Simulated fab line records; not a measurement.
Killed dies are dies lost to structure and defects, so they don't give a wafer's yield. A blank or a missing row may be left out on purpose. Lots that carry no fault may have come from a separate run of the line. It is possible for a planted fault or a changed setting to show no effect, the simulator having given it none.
fab line records	flow berkeley-cmos170
record lots=13	wafers=39	last-day=12
route steps=331 shown NWELL@27 V2@294
lots untouched by any fault: they come from a run of this same line in which no faults occurred
start-h: start of the lot's first displayed wafer, in hours after the record's first day	wait-h: hours from the lot's prior step to this one	" identical to the entry in the row above	L1.1+2: a row that stands for several wafers	- no value present, or no start provided	* or withheld: withheld	< > ~ a bound
route shown NAME@n: NAME is a module with steps in the file, n the number in the route of the first one	usual: mean/standard deviation taken from wafers without a fault	same: alike in all rows	chamber/n: place in a boat	sites: readings site by site	_std_site: the values' standard deviation	_edge_site: inner sites' mean taken away from outer sites' mean	radius-mm: for every site, how far away it sits from the centre of the wafer	mask NAME#n: copy n	behind: the last tool/chamber to shape the wafer	hold: why the lot was held/for how many hours/how that ended	device: whichever transistor did not switch (one of n, p or np)	end of line: the same wafers' tests at the end of the route	for a step that has no rows: nothing shown but its recipe	killed: dies lost to structure and defects at the first sort, not the wafer's yield	map: shows each die of a wafer: x if killed, . if not, _ if none is there
set.NAME: the setting that was run; set.NAME@STEP: the one run at that earlier step	model.NAME: the simulator's own value behind a step, which no gauge read
a sample of lots followed through the steps of the route, with each step as a table and each wafer as a row
services: when a tool's chamber went out of use (start-h, in hours from the record's first day, below 0 if earlier), for how many hours, and the reason
## steps
# step UCB170_NWELL_ETCH_13
# recipe chemistry=CH3F/Ar/O2	target=Si3N4	stop-on=SiO2	CH3F_flow_sccm=20	Ar_flow_sccm=50	O2_flow_sccm=7	pressure-mtorr=50	rf-w=450	target-depth-a=2464	over-etch-frac=0.1	time-s=154
# usual drypump-motor-current-A=5.8/0.38	oes-product-au=0.944/0.013	throttle-valve-pct=8.04/0.14
lot.wafer	tool	chamber	start-h	wait-h	drypump-motor-current-A	oes-product-au	rf-hours-counter-h	throttle-valve-pct
L549.1	rie-diel-01	0	47.96	0.0	5.4	0.950	122	7.98
L549.3	"	2	"	"	5.6	0.980	5	7.94
L549.5	"	2	"	"	5.6	0.971	-	7.96
L550.3	rie-diel-02	3	48.35	0.0	5.6	0.954	0	7.88
L550.4	"	0	"	"	6.1	0.957	9	8.22
L550.6	"	3	"	"	5.6	0.955	-	7.87
L552.1	rie-diel-02	3	56.53	0.0	5.6	0.939	1	7.87
L552.3	"	0	"	"	6.1	0.964	9	8.20
L552.4	"	2	"	"	6.0	0.940	49	8.14
L551.1	rie-diel-01	1	57.03	0.0	5.7	0.943	97	7.90
L551.4	"	0	"	"	5.4	0.942	-	7.97
L551.6	"	2	"	"	5.6	0.957	-	7.95
L554.1	rie-diel-01	0	67.06	0.0	5.4	0.948	124	7.96
L554.2	"	2	"	"	5.6	0.970	6	7.97
L554.5	"	0	"	"	5.4	0.954	-	7.98
L556.2	rie-diel-01	0	77.37	0.0	5.4	0.938	125	7.97
L556.3	"	1	"	"	5.8	0.937	99	7.89
L556.5	"	0	"	"	5.4	0.934	-	7.97
L562.2	rie-diel-01	3	102.06	0.0	5.4	0.931	133	7.92
L562.4	"	2	"	"	5.6	0.957	8	7.96
L562.5	"	1	"	"	5.8	0.941	-	7.90
L563.3	rie-diel-03	1	102.33	0.0	5.7	0.941	1	7.95
L563.5	"	0	"	"	6.2	0.933	-	8.05
L563.6	"	3	"	"	5.7	0.908	-	8.20
L565.2	rie-diel-01	3	110.07	0.0	5.4	0.942	133	7.91
L565.4	"	2	"	"	5.6	0.948	9	7.96
L565.6	"	0	"	"	5.4	0.939	-	7.97
L568.1	rie-diel-02	0	122.47	0.0	6.1	0.948	12	8.21
L568.2	"	2	"	"	6.0	0.945	52	8.14
L568.6	"	1	"	"	5.5	0.917	-	8.29
L569.2	rie-diel-03	0	130.49	0.0	6.2	0.940	94	8.06
L569.3	"	3	"	"	5.7	0.922	103	8.19
L569.5	"	2	"	"	6.7	0.952	-	8.09
L571.1	rie-diel-03	0	139.18	0.0	6.3	0.940	94	8.06
L571.2	"	3	"	"	5.7	0.917	104	8.21
L571.6	"	0	"	"	6.3	0.947	-	8.07
L572.2	rie-diel-02	2	145.98	0.0	6.0	0.947	53	8.16
L572.3	"	3	"	"	5.6	0.946	4	7.86
L572.6	"	2	"	"	6.0	0.943	-	8.15
# step UCB170_V2_CMP_02
# recipe material=SiO2	down-force-psi=6	platen-rpm=60	pad-velocity-m-s=0.75398
# usual motor-current-A=16.2/1.4
lot.wafer	tool	chamber	start-h	wait-h	motor-current-A
L551.4	cmp-01	0	189.16	0.1	16.1
L551.1	"	2	"	"	16.8
L551.6	"	0	"	"	15.9
L550.3	cmp-01	3	189.47	0.0	17.6
L550.4	"	2	"	"	16.9
L550.6	"	0	"	"	16.3
L552.3	cmp-01	3	189.87	0.0	18.6
L552.4	"	1	"	"	15.5
L552.1	"	2	"	"	16.5
L549.1	cmp-01	2	200.82	0.1	17.4
L549.3	"	0	"	"	16.1
L549.5	"	1	"	"	14.8
L554.2	cmp-01	0	201.12	0.1	15.5
L554.1	"	1	"	"	15.0
L554.5	"	3	"	"	18.3
L556.2	cmp-02	2	225.87	0.1	14.3
L556.3	"	3	"	"	16.7
L556.5	"	1	"	"	16.1
L563.3	cmp-02	1	238.38	0.1	15.8
L563.5	"	3	"	"	16.6
L563.6	"	0	"	"	16.2
L562.4	cmp-02	1	240.26	0.0	16.2
L562.2	"	0	"	"	15.7
L562.5	"	1	"	"	14.7
L565.4	cmp-02	2	247.92	0.0	13.7
L565.2	"	3	"	"	16.8
L565.6	"	2	"	"	14.5
L568.2	cmp-02	2	254.64	0.0	13.6
L568.1	"	3	"	"	18.4
L568.6	"	3	"	"	17.0
L569.3	cmp-02	2	265.87	0.1	14.1
L569.2	"	3	"	"	17.5
L569.5	"	2	"	"	13.7
L571.2	cmp-01	0	277.18	0.0	16.5
L571.1	"	3	"	"	18.7
L571.6	"	1	"	"	15.6
L572.3	cmp-01	2	279.93	0.0	16.9
L572.2	"	3	"	"	19.0
L572.6	"	3	"	"	18.5
# step UCB170_V2_THK_MEAS_04
# recipe reads=SiO2_of_V2_CVD_00
# usual V2_POLISHED_THK=999.7/1.2
lot.wafer	tool	chamber	start-h	wait-h	V2_POLISHED_THK[nm]
L551.1	film-metro-04	-	189.53	0.1	999.2
L551.4	"	-	"	"	1002.3
L551.6	"	-	"	"	1001.8
L550.3	film-metro-04	-	189.91	0.1	1000.4
L550.4	"	-	"	"	999.0
L550.6	"	-	"	"	998.2
L552.1	film-metro-03	-	190.29	0.1	1000.9
L552.3	"	-	"	"	1000.8
L552.4	"	-	"	"	1000.3
L549.1	film-metro-02	-	201.25	0.1	999.8
L549.3	"	-	"	"	1000.9
L549.5	"	-	"	"	1343.5
L554.1	film-metro-02	-	201.49	0.1	1352.1
L554.2	"	-	"	"	999.8
L554.5	"	-	"	"	997.3
L556.2	film-metro-03	-	226.25	0.1	999.7
L556.3	"	-	"	"	1000.1
L556.5	"	-	"	"	1000.2
L563.3	film-metro-04	-	238.72	0.1	999.6
L563.5	"	-	"	"	999.9
L563.6	"	-	"	"	998.3
L562.2	film-metro-02	-	240.69	0.1	998.3
L562.4	"	-	"	"	999.3
L562.5	"	-	"	"	998.2
L565.2	film-metro-03	-	248.35	0.1	1001.0
L565.4	"	-	"	"	999.7
L565.6	"	-	"	"	1000.2
L568.1	film-metro-04	-	255.06	0.1	999.8
L568.2	"	-	"	"	1000.6
L568.6	"	-	"	"	1001.0
L569.2	film-metro-04	-	266.25	0.1	1002.9
L569.3	"	-	"	"	1001.1
L569.5	"	-	"	"	1001.8
L571.1	film-metro-02	-	277.60	0.1	1000.1
L571.2	"	-	"	"	1001.5
L571.6	"	-	"	"	1000.2
L572.2	film-metro-03	-	280.36	0.1	999.1
L572.3	"	-	"	"	1000.0
L572.6	"	-	"	"	999.9
# step UCB170_V2_ETCH_14
# recipe chemistry=CHF3/CF4/Ar	target=SiO2	stop-on=Al	CHF3_flow_sccm=45	cf4-flow-sccm=15	Ar_flow_sccm=150	pressure-mtorr=200	rf-w=700	target-depth-a=12500	over-etch-frac=0.25	time-s=291
# usual drypump-motor-current-A=5.9/0.46	oes-product-au=0.875/0.013	throttle-valve-pct=6.94/0.12
lot.wafer	tool	chamber	start-h	wait-h	drypump-motor-current-A	oes-product-au	rf-hours-counter-h	throttle-valve-pct
L551.1	rie-diel-03	1	191.10	0.0	5.7	0.883	4	6.85
L551.4	"	1	"	"	5.7	0.880	-	6.83
L551.6	"	2	"	"	6.8	0.888	-	7.01
L550.3	rie-diel-01	3	192.82	0.0	5.4	0.873	137	6.81
L550.4	"	0	"	"	5.4	0.874	130	6.88
L550.6	"	2	"	"	5.6	0.887	-	6.85
L552.1	rie-diel-03	1	193.37	0.0	5.7	0.876	4	6.84
L552.3	"	3	"	"	5.7	0.855	107	7.08
L552.4	"	2	"	"	6.8	0.881	17	7.02
L549.1	rie-diel-03	2	203.92	0.0	6.8	0.894	18	7.02
L549.3	"	3	"	"	5.7	0.857	107	7.08
L549.5	"	1	"	"	5.6	0.999	-	6.84
L554.1	rie-diel-03	0	204.47	0.0	6.2	1.005	98	6.94
L554.2	"	2	"	"	6.8	0.890	18	6.99
L554.5	"	1	"	"	5.7	0.876	-	6.84
L556.2	rie-diel-01	2	229.21	0.0	5.6	0.889	15	6.87
L556.3	"	3	"	"	5.4	0.878	139	6.83
L556.5	"	0	"	"	5.3	0.872	-	6.86
L563.3	rie-diel-03	3	242.26	0.0	5.7	0.852	108	7.10
L563.5	"	2	"	"	6.8	0.886	-	7.01
L563.6	"	3	"	"	5.7	0.846	-	7.09
L562.2	rie-diel-03	3	243.06	0.0	5.7	0.847	109	7.08
L562.4	"	1	"	"	5.6	0.873	7	6.84
L562.5	"	2	"	"	6.8	0.891	-	7.02
L565.2	rie-diel-04	0	249.70	0.0	5.6	0.895	4	7.04
L565.4	"	1	"	"	6.4	0.861	22	7.17
L565.6	"	2	"	"	5.3	0.884	-	6.96
L568.1	rie-diel-03	0	257.35	0.0	6.2	0.868	102	6.95
L568.2	"	1	"	"	5.7	0.876	8	6.84
L568.6	"	0	"	"	6.3	0.870	-	6.91
L569.2	rie-diel-04	0	268.03	0.0	5.6	0.895	5	7.04
L569.3	"	1	"	"	6.4	0.864	23	7.18
L569.5	"	3	"	"	5.9	0.852	-	7.14
L571.1	rie-diel-03	1	278.96	0.0	5.7	0.876	9	6.85
L571.2	"	0	"	"	6.3	0.874	102	6.91
L571.6	"	3	"	"	5.7	0.844	-	7.09
L572.2	rie-diel-01	1	282.53	0.0	5.7	0.870	110	6.80
L572.3	"	3	"	"	5.4	0.880	2	6.81
L572.6	"	3	"	"	5.4	0.882	-	6.81
## services
tool	chamber	start-h	hours	kind
rie-diel-04	2	24.82	1.3	repair
rie-diel-01	1	44.62	2.3	repair
rie-diel-02	3	60.32	1.7	repair
cmp-02	-	64.00	4.0	pm
cmp-01	-	72.77	3.1	pm
rie-diel-04	2	78.54	1.4	repair
rie-diel-04	3	78.60	1.5	repair
cmp-01	-	81.79	0.7	repair
rie-diel-04	-	89.03	0.8	repair
rie-diel-04	0	114.62	13.0	repair
cmp-01	-	121.34	4.0	pm
rie-diel-02	3	124.37	14.3	repair
rie-diel-02	2	132.89	11.5	repair
rie-diel-03	1	143.01	35.9	repair
rie-diel-02	1	158.63	5.6	repair
rie-diel-01	1	168.36	2.4	repair
cmp-01	-	171.17	0.8	repair
rie-diel-01	1	174.41	6.0	repair
rie-diel-03	3	190.02	2.4	repair
rie-diel-04	3	207.48	5.9	repair
cmp-01	-	232.00	4.0	pm
cmp-02	-	233.11	1.0	repair
cmp-01	-	235.85	1.0	repair
rie-diel-02	3	239.65	14.5	repair
## key
first-sign step=UCB170_V2_THK_MEAS_04	reading=V2_POLISHED_THK	direction=up	sigmas=99+	usual=999.7	struck=1347.8
effect step=UCB170_V2_ETCH_14	reading=oes-product-au	direction=up	sigmas=9.7	usual=0.875	struck=1.002
met-at UCB170_V2_CMP_02
struck-lots L549,L554
struck-wafers L549.5,L554.1
later-rows-left-out L549.5,L554.1
sort-left-out L549.5,L554.1
not-acting-at UCB170_NWELL_ETCH_13
onset-between 189.87 200.82
fault kind=process-parameter-drift	tool=cmp-01	chamber=1	onset-h=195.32	steps=UCB170_V2_CMP_02	channel=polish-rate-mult	offset=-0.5	shape=step	end-h=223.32
# sort-left-out: the simulated sort isn't trusted on such a fault, so these wafers' sort isn't shown, and their yield isn't known
# later-rows-left-out: the simulator's readings of these wafers behind a module that went badly wrong aren't trusted and aren't shown, but for the sort
